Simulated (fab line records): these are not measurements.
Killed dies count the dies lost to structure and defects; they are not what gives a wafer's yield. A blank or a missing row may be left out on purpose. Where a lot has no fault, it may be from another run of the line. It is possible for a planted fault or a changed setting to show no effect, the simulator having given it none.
Code-filled problem report in 8D (eight disciplines) form -- flow berkeley-cmos170 -- the parts of the form that need people (team, actions taken, sign-off) are left out

## 1. THE PROBLEM
NWELL_NITRIDE_THK at UCB170_NWELL_THK_MEAS_05 reads a mean of 213.7 nm on 3 wafers of 1 lot; wafers without a fault read 224.2 nm with a standard deviation of 1.9. That puts it -5.5 standard deviations away from the usual mean.
Seen first at day 2 22:50 on film-metro-01, wafer L823.2. At this step, 36 wafers from 12 lots have a number in the record. Rule for "out" (also "out of limits"): further than 4 standard deviations from the usual mean. The rest of the wafers with a number are treated as sound.

## 2. WHAT IT IS, WHAT IT ISN'T
question,is,is not
which readings at this step,NWELL_NITRIDE_THK,-
which lots,L823,"L820, L821, L822, L836, L837, L838, L839, L840, L841, L842, L843"
which wafers of those lots,all that have a number,-
read on which gauges,film-metro-01,"film-metro-03, film-metro-04"
when,from day 2 22:50,"up to then (9 sound wafers); but 24 sound wafers of L836, L837, L838, L839, L840, L841, L842, L843 came after"

## 3. THE SUSPECTS, EACH WITH WHAT RULES IT OUT
Counting: any tool at a process step up to the reading is kept as a suspect provided that every lot that is out went through it and no sound lot did after the first of them.
- the gauge at UCB170_NWELL_THK_MEAS_05: kept. All the wafers that are out were read on film-metro-01, and no step on other tools shows them out.
- lpcvd-02 at UCB170_NWELL_CVD_04 (deposits Si3N4 from SiH2Cl2/NH3, target thk 224 nm, time 3360 s): ruled out as a lasting fault. The sound lots L838, L840, L841, L842 went through it after L823, its earliest lot that is out (day 2 20:54).
Remaining after the count: film-metro-01 at UCB170_NWELL_THK_MEAS_05.

## 4. THE CAUSE (what the simulator had put in)
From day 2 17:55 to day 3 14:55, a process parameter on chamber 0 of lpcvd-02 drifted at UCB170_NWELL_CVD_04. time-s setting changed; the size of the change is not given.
The count ruled it out by mistake, since the rule takes a fault to strike every lot its tool runs from the start of the fault on, and this one did not do so.

## 5. THE EFFECT CHAIN, in route order
Each row: a reading whose mean over the struck wafers that have a number lies more than 3 standard deviations from the usual. Readings are gone through only where the record gives a usual standard deviation; hours: the median, over the lots, of the time from a lot's start at the first step in this table giving one to that lot's start at this step; sigmas: the change measured in usual standard deviations.
hours,step,reading,usual,on struck wafers,change,sigmas
0,UCB170_NWELL_THK_MEAS_05,NWELL_NITRIDE_THK,224.2 nm,213.7,-10.5,-5.5
At these later measuring or inspecting steps, every struck wafer for which the step has a row has a number for every such reading, and none has moved that far: UCB170_PWELL_THK_MEAS_03, UCB170_PWELL_THK_MEAS_06.

## 6. HOW IT WOULD HAVE BEEN CAUGHT EARLIER
In this record the first reading out of limits at a measuring or inspecting step was taken at day 2 22:50, 5 hours after the fault began at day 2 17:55.
Tool readings at UCB170_NWELL_CVD_04 with a usual standard deviation given in the record: none out on any struck wafer, hence no alarm at a limit of 4 standard deviations on them.
